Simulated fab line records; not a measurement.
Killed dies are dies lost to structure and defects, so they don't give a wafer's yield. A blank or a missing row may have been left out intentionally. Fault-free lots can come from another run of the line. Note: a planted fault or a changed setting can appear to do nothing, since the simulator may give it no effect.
Which tool was responsible? :: flow berkeley cmos170 :: Sampling: 24 lots, 72 wafers, 6 of 331 route steps

WHAT EACH GAUGE READ, for each wafer
UCB170_NWELL_THK_MEAS_02. Usual: NWELL_OXIDE_THK 26.4 nm, standard deviation 0.47.
lot: L074
measured: day 2 03:57
on: film metro-01
NWELL_OXIDE_THK (nm): 26.0 25.6 26.1
flag: 

lot: L076
measured: day 2 10:13
on: film metro-04
NWELL_OXIDE_THK (nm): 26.9 26.9 26.6
flag: 

lot: L075
measured: day 2 10:13
on: film metro-01
NWELL_OXIDE_THK (nm): 26.2 25.9 25.6
flag: 

lot: L078
measured: day 2 20:10
on: film metro-01
NWELL_OXIDE_THK (nm): 26.5 26.5 27.0
flag: 

lot: L077
measured: day 2 20:10
on: film metro-04
NWELL_OXIDE_THK (nm): 27.5 27.8 27.0
flag: 

lot: L079
measured: day 3 02:35
on: film metro-04
NWELL_OXIDE_THK (nm): 25.9 26.5 26.1
flag: 

lot: L080
measured: day 3 05:51
on: film metro-01
NWELL_OXIDE_THK (nm): 26.3 25.5 26.2
flag: 

lot: L081
measured: day 3 12:57
on: film metro-01
NWELL_OXIDE_THK (nm): 26.7 26.4 27.0
flag: 

lot: L082
measured: day 3 20:17
on: film metro-02
NWELL_OXIDE_THK (nm): 26.8 26.7 26.4
flag: 

lot: L083
measured: day 4 06:25
on: film metro-02
NWELL_OXIDE_THK (nm): 26.3 26.3 26.5
flag: 

lot: L084
measured: day 4 06:25
on: film metro-04
NWELL_OXIDE_THK (nm): 26.7 26.9 26.9
flag: 

lot: L085
measured: day 4 14:46
on: film metro-04
NWELL_OXIDE_THK (nm): 26.4 26.3 26.5
flag: 

lot: L086
measured: day 4 14:47
on: film metro-01
NWELL_OXIDE_THK (nm): 26.2 26.0 26.0
flag: 

lot: L087
measured: day 4 20:25
on: film metro-02
NWELL_OXIDE_THK (nm): 26.2 26.2 26.3
flag: 

lot: L088
measured: day 4 20:25
on: film metro-01
NWELL_OXIDE_THK (nm): 25.9 26.4 26.4
flag: 

lot: L089
measured: day 5 05:05
on: film metro-02
NWELL_OXIDE_THK (nm): 27.2 26.7 27.5
flag: 

lot: L090
measured: day 5 12:14
on: film metro-01
NWELL_OXIDE_THK (nm): 26.6 26.4 26.2
flag: 

lot: L091
measured: day 5 17:49
on: film metro-02
NWELL_OXIDE_THK (nm): 26.8 26.9 26.3
flag: 

lot: L092
measured: day 5 17:49
on: film metro-01
NWELL_OXIDE_THK (nm): 26.2 26.1 25.4
flag: 

lot: L093
measured: day 6 04:37
on: film metro-01
NWELL_OXIDE_THK (nm): 27.0 26.7 26.9
flag: 

lot: L094
measured: day 6 12:04
on: film metro-04
NWELL_OXIDE_THK (nm): 26.8 26.7 26.4
flag: 

lot: L095
measured: day 6 12:05
on: film metro-02
NWELL_OXIDE_THK (nm): 26.3 26.6 26.2
flag: 

lot: L096
measured: day 6 12:05
on: film metro-01
NWELL_OXIDE_THK (nm): 26.4 25.9 26.6
flag: 

lot: L097
measured: day 7 04:23
on: film metro-01
NWELL_OXIDE_THK (nm): 26.9 26.9 26.9
flag: 

UCB170_V1_BOW_MEAS_03. Usual: V1_BOW 19 um, standard deviation 7.4.
lot: L074
measured: day 8 14:26
on: film metro-01
V1_BOW (um): 26 23 13
flag: 

lot: L076
measured: day 8 15:46
on: film metro-01
V1_BOW (um): 13 15 34
flag: 

lot: L075
measured: day 8 15:47
on: film metro-02
V1_BOW (um): 17 23 23
flag: 

lot: L078
measured: day 9 07:28
on: film metro-01
V1_BOW (um): 9 6 20
flag: 

lot: L077
measured: day 9 06:08
on: film metro-04
V1_BOW (um): 18 23 15
flag: 

lot: L079
measured: day 9 16:59
on: film metro-01
V1_BOW (um): 37 26 18
flag: 

lot: L080
measured: day 9 15:40
on: film metro-04
V1_BOW (um): 26 26 12
flag: 

lot: L081
measured: day 10 02:35
on: film metro-01
V1_BOW (um): 23 27 2
flag: 

lot: L082
measured: day 10 16:13
on: film metro-02
V1_BOW (um): 15 17 9
flag: 

lot: L083
measured: day 11 01:05
on: film metro-01
V1_BOW (um): 24 21 18
flag: 

lot: L084
measured: day 11 02:25
on: film metro-01
V1_BOW (um): 17 19 20
flag: 

lot: L085
measured: day 10 22:59
on: film metro-02
V1_BOW (um): 19 9 12
flag: 

lot: L086
measured: day 11 02:29
on: film metro-04
V1_BOW (um): 11 26 25
flag: 

lot: L087
measured: day 12 02:40
on: film metro-01
V1_BOW (um): 30 9 28
flag: 

lot: L088
measured: day 11 12:26
on: film metro-02
V1_BOW (um): 18 31 16
flag: 

lot: L089
measured: day 12 05:22
on: film metro-02
V1_BOW (um): 3 13 15
flag: 

lot: L090
measured: day 12 04:02
on: film metro-01
V1_BOW (um): 30 26 18
flag: 

lot: L091
measured: day 12 05:38
on: film metro-01
V1_BOW (um): 6 21 18
flag: 

lot: L092
measured: day 12 05:20
on: film metro-04
V1_BOW (um): 15 11 13
flag: 

lot: L093
measured: day 13 07:56
on: film metro-04
V1_BOW (um): 9 25 24
flag: 

lot: L094
measured: day 13 10:41
on: film metro-02
V1_BOW (um): 24 25 25
flag: 

lot: L095
measured: day 13 12:03
on: film metro-01
V1_BOW (um): 16 30 24
flag: 

lot: L096
measured: day 13 09:17
on: film metro-04
V1_BOW (um): 12 19 20
flag: 

lot: L097
measured: day 14 12:20
on: film metro-04
V1_BOW (um): 20 30 21
flag: 

UCB170_V2_CD_MEAS_12: the cd target is 700 nm. Usual: cd nm at 699.6 nm, with a standard deviation of 1.2.
lot: L074
measured: day 8 21:02
on: cd sem-01
cd nm (nm): 700.5 699.2 699.4
flag: 

lot: L076
measured: day 8 23:11
on: cd sem-01
cd nm (nm): 699.3 698.2 698.6
flag: 

lot: L075
measured: day 8 22:58
on: cd sem-02
cd nm (nm): 699.6 699.8 698.5
flag: 

lot: L078
measured: day 9 13:46
on: cd sem-02
cd nm (nm): 699.5 699.8 699.2
flag: 

lot: L077
measured: day 9 12:31
on: cd sem-02
cd nm (nm): 698.1 699.8 699.5
flag: 

lot: L079
measured: day 9 23:47
on: cd sem-01
cd nm (nm): 700.3 700.1 700.2
flag: 

lot: L080
measured: day 9 21:53
on: cd sem-01
cd nm (nm): 702.2 703.5 701.5
flag: 

lot: L081
measured: day 10 10:34
on: cd sem-01
cd nm (nm): 699.6 700.4 699.3
flag: 

lot: L082
measured: day 10 23:14
on: cd sem-02
cd nm (nm): 699.3 698.6 698.5
flag: 

lot: L083
measured: day 11 08:29
on: cd sem-01
cd nm (nm): 698.1 698.4 698.4
flag: 

lot: L084
measured: day 11 09:47
on: cd sem-01
cd nm (nm): 699.1 698.5 699.7
flag: 

lot: L085
measured: day 11 08:10
on: cd sem-01
cd nm (nm): 699.1 699.6 699.1
flag: 

lot: L086
measured: day 11 09:42
on: cd sem-02
cd nm (nm): 700.9 699.6 700.7
flag: 

lot: L087
measured: day 12 09:19
on: cd sem-01
cd nm (nm): 699.5 701.1 699.8
flag: 

lot: L088
measured: day 11 19:20
on: cd sem-01
cd nm (nm): 700.3 700.4 701.6
flag: 

lot: L089
measured: day 12 15:25
on: cd sem-01
cd nm (nm): 698.9 699.4 698.8
flag: 

lot: L090
measured: day 12 12:16
on: cd sem-01
cd nm (nm): 699.5 699.7 699.8
flag: 

lot: L091
measured: day 12 15:45
on: cd sem-01
cd nm (nm): 700.1 700.7 700.1
flag: 

lot: L092
measured: day 12 15:16
on: cd sem-01
cd nm (nm): 698.3 700.1 699.7
flag: 

lot: L093
measured: day 13 16:19
on: cd sem-02
cd nm (nm): 701.4 701.5 701.5
flag: 

lot: L094
measured: day 13 20:28
on: cd sem-01
cd nm (nm): 700.0 700.7 700.5
flag: 

lot: L095
measured: day 13 20:38
on: cd sem-01
cd nm (nm): 698.3 697.4 697.5
flag: 

lot: L096
measured: day 13 16:23
on: cd sem-01
cd nm (nm): 698.3 699.1 699.7
flag: 

lot: L097
measured: day 14 19:31
on: cd sem-01
cd nm (nm): 697.6 699.5 698.5
flag: 

UCB170_M3_CD_MEAS_15: the cd target is 700 nm. Usual: cd nm at 700.3 nm, with a standard deviation of 1.1.
lot: L074
measured: day 8 23:40
on: cd sem-02
cd nm (nm): 698.7 700.5 698.8
flag: 

lot: L076
measured: day 9 01:45
on: cd sem-01
cd nm (nm): 700.3 702.7 700.8
flag: 

lot: L075
measured: day 9 01:25
on: cd sem-02
cd nm (nm): 701.2 701.4 702.4
flag: 

lot: L078
measured: day 9 18:33
on: cd sem-01
cd nm (nm): 698.8 700.6 699.9
flag: 

lot: L077
measured: day 9 15:26
on: cd sem-01
cd nm (nm): 701.5 701.8 700.8
flag: 

lot: L079
measured: day 10 02:23
on: cd sem-01
cd nm (nm): 700.0 699.4 700.5
flag: 

lot: L080
measured: day 10 01:11
on: cd sem-01
cd nm (nm): 701.0 700.8 700.0
flag: 

lot: L081
measured: day 10 13:26
on: cd sem-02
cd nm (nm): 699.3 699.1 697.2
flag: 

lot: L082
measured: day 11 02:56
on: cd sem-02
cd nm (nm): 700.8 700.7 701.1
flag: 

lot: L083
measured: day 11 12:16
on: cd sem-02
cd nm (nm): 699.3 701.5 699.6
flag: 

lot: L084
measured: day 11 13:32
on: cd sem-01
cd nm (nm): 699.5 700.7 699.2
flag: 

lot: L085
measured: day 11 11:59
on: cd sem-02
cd nm (nm): 702.1 700.2 700.0
flag: 

lot: L086
measured: day 11 13:19
on: cd sem-01
cd nm (nm): 701.4 702.6 700.5
flag: 

lot: L087
measured: day 12 12:59
on: cd sem-01
cd nm (nm): 698.9 699.3 699.7
flag: 

lot: L088
measured: day 11 23:37
on: cd sem-01
cd nm (nm): 701.5 699.4 700.3
flag: 

lot: L089
measured: day 12 20:14
on: cd sem-01
cd nm (nm): 701.5 700.5 701.0
flag: 

lot: L090
measured: day 12 16:08
on: cd sem-01
cd nm (nm): 701.6 701.2 700.4
flag: 

lot: L091
measured: day 12 19:56
on: cd sem-01
cd nm (nm): 699.1 700.3 699.3
flag: 

lot: L092
measured: day 12 18:49
on: cd sem-01
cd nm (nm): 699.8 699.4 699.6
flag: 

lot: L093
measured: day 13 20:13
on: cd sem-01
cd nm (nm): 701.2 702.1 701.1
flag: 

lot: L094
measured: day 13 22:55
on: cd sem-02
cd nm (nm): 700.1 701.2 702.6
flag: 

lot: L095
measured: day 13 23:40
on: cd sem-01
cd nm (nm): 699.8 699.8 700.3
flag: 

lot: L096
measured: day 13 20:27
on: cd sem-02
cd nm (nm): 700.8 699.4 699.9
flag: 

lot: L097
measured: day 15 01:30
on: cd sem-01
cd nm (nm): 700.2 701.3 699.7
flag: 

WHAT TOOL EACH LOT RAN ON (gives the tool, then ch and the chambers of the sampled wafers, and finally the start)
lot: L074
UCB170_ZERO_STRIP_07: plasma asher-03 ch 1, day 1 21:26
UCB170_CONTACT_ETCH_18: rie diel-04 ch 1,2, day 8 14:26 or earlier

lot: L076
UCB170_ZERO_STRIP_07: plasma asher-03 ch 0,1, day 2 03:36
UCB170_CONTACT_ETCH_18: rie diel-04 ch 0,3, day 8 15:46 or earlier

lot: L075
UCB170_ZERO_STRIP_07: plasma asher-02 ch 1, day 2 03:43
UCB170_CONTACT_ETCH_18: rie diel-01 ch 1,3, day 8 15:47 or earlier

lot: L078
UCB170_ZERO_STRIP_07: plasma asher-03 ch 0,1, day 2 15:56
UCB170_CONTACT_ETCH_18: rie diel-04 ch 1,2,3, day 9 07:28 or earlier

lot: L077
UCB170_ZERO_STRIP_07: plasma asher-04 ch 0,1, day 2 16:01
UCB170_CONTACT_ETCH_18: rie diel-04 ch 0,1, day 9 06:08 or earlier

lot: L079
UCB170_ZERO_STRIP_07: plasma asher-04 ch 0,1, day 2 21:20
UCB170_CONTACT_ETCH_18: rie diel-01 ch 0,2,3, day 9 16:59 or earlier

lot: L080
UCB170_ZERO_STRIP_07: plasma asher-03 ch 0,1, day 3 01:27
UCB170_CONTACT_ETCH_18: rie diel-03 ch 0, day 9 15:40 or earlier

lot: L081
UCB170_ZERO_STRIP_07: plasma asher-03 ch 0,1, day 3 06:05
UCB170_CONTACT_ETCH_18: rie diel-03 ch 1,3, day 10 02:35 or earlier

lot: L082
UCB170_ZERO_STRIP_07: plasma asher-03 ch 0,1, day 3 13:24
UCB170_CONTACT_ETCH_18: rie diel-01 ch 0,1,2, day 10 16:13 or earlier

lot: L083
UCB170_ZERO_STRIP_07: plasma asher-03 ch 0,1, day 3 21:24
UCB170_CONTACT_ETCH_18: rie diel-03 ch 0,2,3, day 11 01:05 or earlier

lot: L084
UCB170_ZERO_STRIP_07: plasma asher-04 ch 0,1, day 4 01:18
UCB170_CONTACT_ETCH_18: rie diel-01 ch 2,3, day 11 02:25 or earlier

lot: L085
UCB170_ZERO_STRIP_07: plasma asher-03 ch 0,1, day 4 10:50
UCB170_CONTACT_ETCH_18: rie diel-01 ch 1,2,3, day 10 22:59 or earlier

lot: L086
UCB170_ZERO_STRIP_07: plasma asher-02 ch 0,1, day 4 11:08
UCB170_CONTACT_ETCH_18: rie diel-04 ch 0,3, day 11 02:29 or earlier

lot: L087
UCB170_ZERO_STRIP_07: plasma asher-03 ch 0,1, day 4 15:08
UCB170_CONTACT_ETCH_18: rie diel-01 ch 1,2,3, day 12 02:40 or earlier

lot: L088
UCB170_ZERO_STRIP_07: plasma asher-04 ch 0,1, day 4 15:25
UCB170_CONTACT_ETCH_18: rie diel-01 ch 1,2, day 11 12:26 or earlier

lot: L089
UCB170_ZERO_STRIP_07: plasma asher-02 ch 0,1, day 4 23:37
UCB170_CONTACT_ETCH_18: rie diel-03 ch 0,1,2, day 12 05:22 or earlier

lot: L090
UCB170_ZERO_STRIP_07: plasma asher-03 ch 0,1, day 5 05:22
UCB170_CONTACT_ETCH_18: rie diel-01 ch 0,3, day 12 04:02 or earlier

lot: L091
UCB170_ZERO_STRIP_07: plasma asher-02 ch 0,1, day 5 11:39
UCB170_CONTACT_ETCH_18: rie diel-01 ch 0,1,2, day 12 05:38 or earlier

lot: L092
UCB170_ZERO_STRIP_07: plasma asher-02 ch 0,1, day 5 15:16
UCB170_CONTACT_ETCH_18: rie diel-04 ch 2,3, day 12 05:20 or earlier

lot: L093
UCB170_ZERO_STRIP_07: plasma asher-04 ch 0,1, day 5 21:33
UCB170_CONTACT_ETCH_18: rie diel-01 ch 1,2,3, day 13 07:56 or earlier

lot: L094
UCB170_ZERO_STRIP_07: plasma asher-04 ch 0,1, day 6 04:53
UCB170_CONTACT_ETCH_18: rie diel-01 ch 0,2, day 13 10:41 or earlier

lot: L095
UCB170_ZERO_STRIP_07: plasma asher-04 ch 0,1, day 6 08:14
UCB170_CONTACT_ETCH_18: rie diel-04 ch 0,3, day 13 12:03 or earlier

lot: L096
UCB170_ZERO_STRIP_07: plasma asher-02 ch 0,1, day 6 08:21
UCB170_CONTACT_ETCH_18: rie diel-04 ch 0,1,3, day 13 09:17 or earlier

lot: L097
UCB170_ZERO_STRIP_07: plasma asher-03 ch 0,1, day 6 21:28
UCB170_CONTACT_ETCH_18: rie diel-01 ch 1,2, day 14 12:20 or earlier
- UCB170_ZERO_STRIP_07: strips in O2.
- UCB170_CONTACT_ETCH_18: etches PSG in CHF3/CF4/Ar, stops on TiSi2, target depth 840 nm, time 195 s.

WHAT THE TOOLS THEMSELVES READ (means of the sampled wafers that have a number; where no wafer has one, the mark that the record gives instead)
UCB170_ZERO_STRIP_07. Usual: drypump motor current A 5.7 A, standard deviation 0.47; oes product au 0.727 a.u., standard deviation 0.0038; strip time to endpoint s 21.50 s, standard deviation 0.079.
lot: L074
tool: plasma asher-03
drypump motor current A (A): 5.9
oes product au (a.u.): 0.725
strip time to endpoint s (s): 21.44
flag: 

lot: L076
tool: plasma asher-03
drypump motor current A (A): 6.0
oes product au (a.u.): 0.727
strip time to endpoint s (s): 21.61
flag: 

lot: L075
tool: plasma asher-02
drypump motor current A (A): 6.0
oes product au (a.u.): 0.730
strip time to endpoint s (s): 21.52
flag: 

lot: L078
tool: plasma asher-03
drypump motor current A (A): 6.2
oes product au (a.u.): 0.726
strip time to endpoint s (s): 21.56
flag: 

lot: L077
tool: plasma asher-04
drypump motor current A (A): 5.0
oes product au (a.u.): 0.728
strip time to endpoint s (s): 21.64
flag: 

lot: L079
tool: plasma asher-04
drypump motor current A (A): 5.0
oes product au (a.u.): 0.728
strip time to endpoint s (s): 21.56
flag: 

lot: L080
tool: plasma asher-03
drypump motor current A (A): 6.2
oes product au (a.u.): 0.725
strip time to endpoint s (s): 21.49
flag: 

lot: L081
tool: plasma asher-03
drypump motor current A (A): 6.0
oes product au (a.u.): 0.731
strip time to endpoint s (s): 21.56
flag: 

lot: L082
tool: plasma asher-03
drypump motor current A (A): 6.0
oes product au (a.u.): 0.726
strip time to endpoint s (s): 21.53
flag: 

lot: L083
tool: plasma asher-03
drypump motor current A (A): 6.0
oes product au (a.u.): 0.727
strip time to endpoint s (s): 21.48
flag: 

lot: L084
tool: plasma asher-04
drypump motor current A (A): 5.1
oes product au (a.u.): 0.730
strip time to endpoint s (s): 21.41
flag: 

lot: L085
tool: plasma asher-03
drypump motor current A (A): 6.0
oes product au (a.u.): 0.725
strip time to endpoint s (s): 21.66
flag: 

lot: L086
tool: plasma asher-02
drypump motor current A (A): 5.7
oes product au (a.u.): 0.725
strip time to endpoint s (s): 21.45
flag: 

lot: L087
tool: plasma asher-03
drypump motor current A (A): 6.0
oes product au (a.u.): 0.729
strip time to endpoint s (s): 21.54
flag: 

lot: L088
tool: plasma asher-04
drypump motor current A (A): 5.1
oes product au (a.u.): 0.730
strip time to endpoint s (s): 21.61
flag: 

lot: L089
tool: plasma asher-02
drypump motor current A (A): 5.7
oes product au (a.u.): 0.729
strip time to endpoint s (s): 21.45
flag: 

lot: L090
tool: plasma asher-03
drypump motor current A (A): 6.2
oes product au (a.u.): 0.725
strip time to endpoint s (s): 21.50
flag: 

lot: L091
tool: plasma asher-02
drypump motor current A (A): 5.7
oes product au (a.u.): 0.729
strip time to endpoint s (s): 21.44
flag: 

lot: L092
tool: plasma asher-02
drypump motor current A (A): 5.7
oes product au (a.u.): 0.730
strip time to endpoint s (s): 21.47
flag: 

lot: L093
tool: plasma asher-04
drypump motor current A (A): 5.0
oes product au (a.u.): 0.727
strip time to endpoint s (s): 21.50
flag: 

lot: L094
tool: plasma asher-04
drypump motor current A (A): 5.2
oes product au (a.u.): 0.729
strip time to endpoint s (s): 21.44
flag: 

lot: L095
tool: plasma asher-04
drypump motor current A (A): 5.2
oes product au (a.u.): 0.725
strip time to endpoint s (s): 21.45
flag: 

lot: L096
tool: plasma asher-02
drypump motor current A (A): 5.7
oes product au (a.u.): 0.724
strip time to endpoint s (s): 21.40
flag: 

lot: L097
tool: plasma asher-03
drypump motor current A (A): 6.0
oes product au (a.u.): 0.724
strip time to endpoint s (s): 21.40
flag: 

UCB170_CONTACT_ETCH_18. Usual: drypump motor current A 5.6 A, standard deviation 0.45; oes product au 0.885 a.u., standard deviation 0.014; rf fwd power W 697.0 W, standard deviation 2.3; throttle valve pct 6.95 %, standard deviation 0.14.
lot: L074
tool: rie diel-04
drypump motor current A (A): 5.6
oes product au (a.u.): 0.901
rf fwd power W (W): 697.1
throttle valve pct (%): 6.89
flag: 

lot: L076
tool: rie diel-04
drypump motor current A (A): 6.0
oes product au (a.u.): 0.884
rf fwd power W (W): 697.3
throttle valve pct (%): 7.01
flag: 

lot: L075
tool: rie diel-01
drypump motor current A (A): 5.6
oes product au (a.u.): 0.874
rf fwd power W (W): 696.7
throttle valve pct (%): 7.01
flag: 

lot: L078
tool: rie diel-04
drypump motor current A (A): 5.5
oes product au (a.u.): 0.884
rf fwd power W (W): 697.8
throttle valve pct (%): 7.00
flag: 

lot: L077
tool: rie diel-04
drypump motor current A (A): 5.7
oes product au (a.u.): 0.904
rf fwd power W (W): 694.9
throttle valve pct (%): 7.04
flag: 

lot: L079
tool: rie diel-01
drypump motor current A (A): 5.2
oes product au (a.u.): 0.889
rf fwd power W (W): 696.4
throttle valve pct (%): 6.98
flag: 

lot: L080
tool: rie diel-03
drypump motor current A (A): 5.8
oes product au (a.u.): 0.887
rf fwd power W (W): 697.6
throttle valve pct (%): 6.86
flag: 

lot: L081
tool: rie diel-03
drypump motor current A (A): 6.2
oes product au (a.u.): 0.905
rf fwd power W (W): 698.8
throttle valve pct (%): 6.79
flag: 

lot: L082
tool: rie diel-01
drypump motor current A (A): 5.2
oes product au (a.u.): 0.888
rf fwd power W (W): 696.5
throttle valve pct (%): 6.90
flag: 

lot: L083
tool: rie diel-03
drypump motor current A (A): 5.9
oes product au (a.u.): 0.893
rf fwd power W (W): 698.5
throttle valve pct (%): 6.86
flag: 

lot: L084
tool: rie diel-01
drypump motor current A (A): 5.1
oes product au (a.u.): 0.882
rf fwd power W (W): 694.2
throttle valve pct (%): 7.09
flag: 

lot: L085
tool: rie diel-01
drypump motor current A (A): 5.4
oes product au (a.u.): 0.879
rf fwd power W (W): 696.0
throttle valve pct (%): 7.00
flag: 

lot: L086
tool: rie diel-04
drypump motor current A (A): 6.0
oes product au (a.u.): 0.878
rf fwd power W (W): 699.8
throttle valve pct (%): 7.01
flag: 

lot: L087
tool: rie diel-01
drypump motor current A (A): 5.4
oes product au (a.u.): 0.881
rf fwd power W (W): 699.8
throttle valve pct (%): 7.00
flag: 

lot: L088
tool: rie diel-01
drypump motor current A (A): 5.5
oes product au (a.u.): 0.882
rf fwd power W (W): 696.0
throttle valve pct (%): 6.92
flag: 

lot: L089
tool: rie diel-03
drypump motor current A (A): 6.2
oes product au (a.u.): 0.894
rf fwd power W (W): 697.2
throttle valve pct (%): 6.91
flag: 

lot: L090
tool: rie diel-01
drypump motor current A (A): 5.2
oes product au (a.u.): 0.881
rf fwd power W (W): 699.5
throttle valve pct (%): 6.88
flag: 

lot: L091
tool: rie diel-01
drypump motor current A (A): 5.2
oes product au (a.u.): 0.883
rf fwd power W (W): 696.4
throttle valve pct (%): 6.89
flag: 

lot: L092
tool: rie diel-04
drypump motor current A (A): 5.7
oes product au (a.u.): 0.885
rf fwd power W (W): 696.6
throttle valve pct (%): 6.90
flag: 

lot: L093
tool: rie diel-01
drypump motor current A (A): 5.4
oes product au (a.u.): 0.878
rf fwd power W (W): 696.3
throttle valve pct (%): 7.01
flag: 

lot: L094
tool: rie diel-01
drypump motor current A (A): 5.0
oes product au (a.u.): 0.892
rf fwd power W (W): 698.0
throttle valve pct (%): 6.97
flag: 

lot: L095
tool: rie diel-04
drypump motor current A (A): 5.9
oes product au (a.u.): 0.875
rf fwd power W (W): 698.3
throttle valve pct (%): 6.99
flag: 

lot: L096
tool: rie diel-04
drypump motor current A (A): 5.7
oes product au (a.u.): 0.884
rf fwd power W (W): 695.0
throttle valve pct (%): 7.06
flag: 

lot: L097
tool: rie diel-01
drypump motor current A (A): 5.2
oes product au (a.u.): 0.889
rf fwd power W (W): 695.5
throttle valve pct (%): 7.00
flag: 

THE ANSWER, worked out from the rows above alone
Rule: a lot counts as off when the mean over its wafers that have a number is more than 3 standard deviations away from the usual mean. A lot without any number at a reading at which 4 lots or more have one is off too. The other lots that the step has rows for count as sound. The gauges are gone through in route order, then the tools' own readings, and for those a lot's mean is taken as printed above. The first step at which some lot is off is used, and at that step the reading that is off furthest; a lot without a number counts as furthest.
None of the lots is off at any reading shown; this tells nothing.

WHAT THE SIMULATOR HAD INSERTED
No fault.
